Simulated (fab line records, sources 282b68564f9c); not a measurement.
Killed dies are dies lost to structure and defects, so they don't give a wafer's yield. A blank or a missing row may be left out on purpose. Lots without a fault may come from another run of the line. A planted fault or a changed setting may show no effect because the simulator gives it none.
A struck lot beside a sound one | flow rit_cmos | 34 steps out of a route of 202
Sound: wafers L225.3, L225.5, L225.6. Struck: wafers L234.1, L234.3, L234.6. The cause comes at the end.
At each step with rows: each side's tool, then ch and its chambers, then its first start. Under that, the readings that differ: sound wafers | struck wafers | difference of the means | sigmas: that difference in standard deviations of wafers without a fault.
alike: readings whose means differ by less than 2 such deviations, and words and numbers that are the same on both sides. not compared: withheld readings, readings that some wafer has no value for, bounds like >300 that may hide the same value, and numbers for which the record gives no deviation and whose values overlap.
The two part at a step that has a row with sigmas, a row that says differs or no value, or rows on one side only. Numbers that don't overlap but have no deviation are shown without sigmas and don't part them. A reading that every wafer of one side lacks parts them only if that side has two wafers or more.

first, 2 steps without rows for these wafers: RIT_SPACER_CLEAN_02 (cleans in SC2, time 600 s); RIT_SPACER_CVD_03 (deposits Si3N4 from SiH2Cl2/NH3, target thk 250 nm, time 3300 s).
RIT_SPACER_THK_MEAS_04:
  sound on film_metro-03, day 4 08:58; struck on film_metro-03, day 6 01:47
  alike: SPACER_NITRIDE_THK
RIT_SPACER_ETCHBACK_05: etches Si3N4 in SF6/CHF3, stops on SiO2, target depth 250 nm, time 240 s.
  sound on rie_diel-04 ch 0,3, day 4 09:01; struck on rie_diel-02 ch 0,3, day 6 01:50
  alike: drypump_motor_current_A, oes_product_au, throttle_valve_pct
  not compared: rf_hours_counter_h
then, 6 steps without rows for these wafers: RIT_NSD_HMDS_00 (prime time 60 s); RIT_NSD_COAT_01 (resist thk 1000 nm); RIT_NSD_SOFTBAKE_02 (time 60 s); RIT_NSD_EXPOSE_03 (exposes mask M9, target cd 40700 nm); RIT_NSD_PEB_04; RIT_NSD_DEVELOP_05 (develop time 50 s).
RIT_NSD_OVL_MEAS_06:
  sound on overlay-01, day 4 10:01; struck on overlay-02, day 6 02:58
  alike: NSD_OVL
then, 1 step without rows for these wafers: RIT_NSD_HARDBAKE_07 (time 60 s).
RIT_NSD_IMPLANT_08:
  sound on implanter-03 ch 0, day 4 10:15; struck on implanter-04 ch 0, day 6 03:08
  reading       | sound                          | struck                        | difference | sigmas
  dose_ions_cm2 | 9.986e+14 9.999e+14 1.0002e+15 | 9.561e+14 9.564e+14 9.571e+14 | -4.303e+13 | -43
  alike: faraday_current_uA
RIT_NSD_STRIP_09: strips in O2, time 180 s.
  sound on plasma_asher-03 ch 0,1, day 4 10:25; struck on plasma_asher-03 ch 0,1, day 6 03:17
  alike: drypump_motor_current_A, rf_refl_power_W
  not compared: rf_hours_counter_h
RIT_NSD_TW_MEAS_10:
  sound on film_metro-02, day 4 10:32; struck on film_metro-04, day 6 03:28
  reading | sound          | struck         | difference | sigmas
  NSD_TW  | 3161 3155 3158 | 3075 3079 3082 | -79        | -3
then, 6 steps without rows for these wafers: RIT_PSD_HMDS_00 (prime time 60 s); RIT_PSD_COAT_01 (resist thk 1000 nm); RIT_PSD_SOFTBAKE_02 (time 60 s); RIT_PSD_EXPOSE_03 (exposes mask M10, target cd 40900 nm); RIT_PSD_PEB_04; RIT_PSD_DEVELOP_05 (develop time 50 s).
RIT_PSD_OVL_MEAS_06:
  sound on overlay-01, day 4 11:46; struck on overlay-02, day 6 04:30
  alike: PSD_OVL
then, 2 steps without rows for these wafers: RIT_PSD_HARDBAKE_07 (time 60 s); RIT_PSD_IMPLANT_08.
RIT_PSD_STRIP_09: strips in O2, time 180 s.
  sound on plasma_asher-04 ch 0,1, day 4 12:10; struck on plasma_asher-04 ch 0,1, day 6 04:50
  alike: drypump_motor_current_A, rf_refl_power_W
  not compared: rf_hours_counter_h
RIT_PSD_TW_MEAS_10:
  sound on film_metro-02, day 4 12:17; struck on film_metro-02, day 6 05:01
  alike: PSD_TW
then, 3 steps without rows for these wafers: RIT_SDANNEAL_CLEAN_00 (cleans in SC1, time 600 s); RIT_SDANNEAL_CLEAN_01 (cleans in dHF, time 30 s); RIT_SDANNEAL_CLEAN_02 (cleans in SC2, time 600 s).
RIT_SDANNEAL_RTA_03: time 5 s.
  sound on rtp_anneal-02 ch 0, day 4 13:12; struck on rtp_anneal-01 ch 0, day 6 05:26
  alike: wafer_temp_C_max
RIT_SDANNEAL_RS_MEAS_04: measures by four-point-probe.
  sound on film_metro-04, day 4 13:17; struck on film_metro-02, day 6 05:30
  alike: PSD_RS
RIT_SDANNEAL_RS_MEAS_05: measures by four-point-probe.
  sound on film_metro-04, day 4 13:24; struck on film_metro-02, day 6 05:37
  reading         | sound             | struck            | difference | sigmas
  NSD_RS (ohm/sq) | 84.00 83.93 84.07 | 87.33 87.17 87.27 | +3.26      | +12
RIT_SDANNEAL_RS_MEAS_06: measures by four-point-probe.
  sound on film_metro-04, day 4 13:31; struck on film_metro-02, day 6 05:44
  alike: PLDD_RS
RIT_M1_PROBE_99:
  sound on prober-01, day 4 20:45; struck on prober-02, day 6 13:00
  reading                              | sound            | struck           | difference | sigmas
  killed_at_M0_to_M3                   | 0 0 0            | 0 0 1            | +0         | +4
  model.etest.contact_nplus.end_ohm_um | 42.64 42.8 43.17 | 46.12 45.12 45.9 | +2.84      |
  alike: killed_at_front_end, killed_dies, killed_open, killed_short

WHERE THEY PART
First at RIT_NSD_IMPLANT_08; last, within this record, at RIT_M1_PROBE_99.

WHY: what the simulator had put in
Process parameter drift: implanter-04, from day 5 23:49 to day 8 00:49, at RIT_NSD_IMPLANT_08. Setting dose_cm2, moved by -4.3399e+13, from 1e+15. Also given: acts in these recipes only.
